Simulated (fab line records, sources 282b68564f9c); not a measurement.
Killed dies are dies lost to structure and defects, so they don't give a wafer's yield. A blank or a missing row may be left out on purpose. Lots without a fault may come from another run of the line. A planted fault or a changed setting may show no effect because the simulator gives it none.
Which tool did it? | flow rit_cmos | 13 lots, 39 wafers sampled, at 5 steps of a route of 202

WHAT THE GAUGES READ, wafer by wafer
RIT_ACTIVE_BOW_MEAS_00. Usual: INCOMING_BOW -1 um, standard deviation 6.9.
lot  | measured    | on            | INCOMING_BOW (um) | flag
L704 | day 1 10:01 | film_metro-04 | -5 -2 2           |
L705 | day 1 15:00 | film_metro-03 | 13 10 -2          |
L706 | day 1 20:00 | film_metro-02 | 5 -7 -6           |
L713 | day 3 07:02 | film_metro-02 | -4 -2 -4          |
L715 | day 3 17:04 | film_metro-03 | -4 -5 2           |
L716 | day 3 22:01 | film_metro-03 | 6 -2 -8           |
L717 | day 4 03:04 | film_metro-02 | -15 -9 0          |
L718 | day 4 08:00 | film_metro-03 | -5 1 -2           |
L719 | day 4 13:00 | film_metro-02 | 0 0 -1            |
L721 | day 4 23:00 | film_metro-03 | 3 -8 -9           |
L722 | day 5 04:00 | film_metro-03 | 0 -2 3            |
L724 | day 5 14:01 | film_metro-04 | -1 -4 10          |
L726 | day 6 00:00 | film_metro-02 | -16 -6 7          |

RIT_ACTIVE_THK_MEAS_02. Usual: ACTIVE_OXIDE_THK 47.5 nm, standard deviation 0.85.
lot  | measured    | on            | ACTIVE_OXIDE_THK (nm) | flag
L704 | day 1 12:04 | film_metro-04 | 47.1 45.5 45.7        |
L705 | day 1 17:05 | film_metro-02 | 48.1 48.3 48.7        |
L706 | day 1 22:35 | film_metro-04 | 46.9 46.6 47.2        |
L713 | day 3 09:04 | film_metro-04 | 42.1 41.8 42.0        | OFF
L715 | day 3 19:05 | film_metro-04 | 40.8 41.8 41.5        | OFF
L716 | day 4 00:04 | film_metro-03 | 48.2 48.2 47.9        |
L717 | day 4 05:50 | film_metro-02 | 46.5 47.3 46.9        |
L718 | day 4 10:35 | film_metro-02 | 47.4 48.0 48.0        |
L719 | day 4 15:03 | film_metro-02 | 46.7 47.5 46.9        |
L721 | day 5 01:03 | film_metro-04 | 46.5 45.6 46.3        |
L722 | day 5 06:03 | film_metro-02 | 47.7 48.4 48.4        |
L724 | day 5 16:04 | film_metro-04 | 48.6 49.1 48.9        |
L726 | day 6 02:03 | film_metro-04 | 47.7 47.6 47.3        |

RIT_NWELL_OVL_MEAS_06. Usual: NWELL_OVL -0.6 nm, standard deviation 1.3.
lot  | measured    | on         | NWELL_OVL (nm) | flag
L704 | day 1 20:17 | overlay-01 | 0.3 -0.9 -1.5  |
L705 | day 2 02:23 | overlay-01 | 1.9 0.6 0.9    |
L706 | day 2 07:34 | overlay-01 | -0.9 0.1 0.8   |
L713 | day 3 20:30 | overlay-01 | -2.2 -2.8 -2.9 |
L715 | day 4 03:16 | overlay-01 | -1.1 -1.6 -2.2 |
L716 | day 4 08:21 | overlay-01 | -2.3 -0.9 -1.8 |
L717 | day 4 14:07 | overlay-01 | 0.5 1.2 1.1    |
L718 | day 4 19:56 | overlay-01 | -1.5 0.4 -0.9  |
L719 | day 4 23:08 | overlay-02 | -2.8 -2.7 -3.1 |
L721 | day 5 09:15 | overlay-02 | -0.6 -1.4 0.4  |
L722 | day 5 15:10 | overlay-02 | -1.3 -1.0 -0.6 |
L724 | day 6 01:04 | overlay-02 | -1.0 -1.3 -1.8 |
L726 | day 6 10:20 | overlay-01 | 2.1 0.6 -0.1   |

RIT_PWELL_TW_MEAS_10. Usual: PWELL_TW 947, standard deviation 4.6.
lot  | measured    | on            | PWELL_TW    | flag
L704 | day 1 22:27 | film_metro-01 | 942 945 939 |
L705 | day 2 04:32 | film_metro-01 | 948 950 953 |
L706 | day 2 09:52 | film_metro-01 | 948 942 944 |
L713 | day 3 22:40 | film_metro-01 | 941 941 938 |
L715 | day 4 05:27 | film_metro-04 | 951 951 949 |
L716 | day 4 10:31 | film_metro-04 | 951 947 952 |
L717 | day 4 16:17 | film_metro-04 | 943 949 950 |
L718 | day 4 22:32 | film_metro-04 | 946 948 951 |
L719 | day 5 01:28 | film_metro-01 | 945 946 946 |
L721 | day 5 11:32 | film_metro-01 | 948 939 942 |
L722 | day 5 17:20 | film_metro-04 | 951 954 954 |
L724 | day 6 03:13 | film_metro-01 | 948 943 947 |
L726 | day 6 12:37 | film_metro-04 | 949 952 947 |

WHICH TOOL RAN EACH LOT (tool, then ch and the chambers of the sampled wafers, then the start)
lot  | RIT_ACTIVE_OXIDATION_01
L704 | furnace-03 ch 0, day 1 10:07
L705 | furnace-01 ch 0, day 1 15:09
L706 | furnace-01 ch 0, day 1 20:39
L713 | furnace-01 ch 0, day 3 07:07
L715 | furnace-01 ch 0, day 3 17:07
L716 | furnace-02 ch 0, day 3 22:07
L717 | furnace-02 ch 0, day 4 03:53
L718 | furnace-02 ch 0, day 4 08:38
L719 | furnace-02 ch 0, day 4 13:07
L721 | furnace-03 ch 0, day 4 23:07
L722 | furnace-03 ch 0, day 5 04:07
L724 | furnace-03 ch 0, day 5 14:07
L726 | furnace-03 ch 0, day 6 00:07
- RIT_ACTIVE_OXIDATION_01: target thk 46.8 nm, ox time 3360 s.

WHAT THE TOOLS THEMSELVES READ (means of the sampled wafers that have a number; where no wafer has one, the mark that the record gives instead)
RIT_ACTIVE_OXIDATION_01. Usual: spike_tc_centre_C 1002.1 C, standard deviation 1.3; spike_tc_load_C 1024.8 C, standard deviation 1.1.
lot  | tool       | spike_tc_centre_C (C) | spike_tc_load_C (C) | flag
L704 | furnace-03 | 1003.7                | 1024.4              |
L705 | furnace-01 | 1002.0                | 1024.4              |
L706 | furnace-01 | 1001.5                | 1025.2              |
L713 | furnace-01 | 1001.4                | 1024.5              |
L715 | furnace-01 | 1002.2                | 1026.1              |
L716 | furnace-02 | 1001.1                | 1025.0              |
L717 | furnace-02 | 1001.0                | 1025.1              |
L718 | furnace-02 | 1001.7                | 1026.0              |
L719 | furnace-02 | 1001.4                | 1025.4              |
L721 | furnace-03 | 1002.8                | 1024.3              |
L722 | furnace-03 | 1003.8                | 1024.9              |
L724 | furnace-03 | 1004.1                | 1024.4              |
L726 | furnace-03 | 1002.8                | 1024.0              |

THE ANSWER, worked out from the rows above alone
Rule: a lot is off if the mean of its wafers that have a number lies more than 3 standard deviations from the usual mean. A lot without any number at a reading at which 4 lots or more have one is off too. The other lots that the step has rows for count as sound. The gauges are gone through in route order, then the tools' own readings, and for those a lot's mean is taken as printed above. The first step at which some lot is off is used, and at that step the reading that is off furthest; a lot without a number counts as furthest.
Off: L713, L715, at RIT_ACTIVE_THK_MEAS_02 (ACTIVE_OXIDE_THK).
A tool fits if, at a process step before that reading, it ran every lot that is off, and no sound lot after the first of them. The gauges at RIT_ACTIVE_THK_MEAS_02 are tried like those tools. One fits: furnace-01 at RIT_ACTIVE_OXIDATION_01. Its last sound lot is L706 (day 1 20:39), its first lot that is off L713 (day 3 07:07): a fault that began between those two fits.

WHAT THE SIMULATOR HAD PUT IN
Process parameter drift: furnace-01, from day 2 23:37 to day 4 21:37, at RIT_ACTIVE_OXIDATION_01. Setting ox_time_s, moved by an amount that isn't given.
Lots struck among those shown: L713, L715. The rule above found the same.
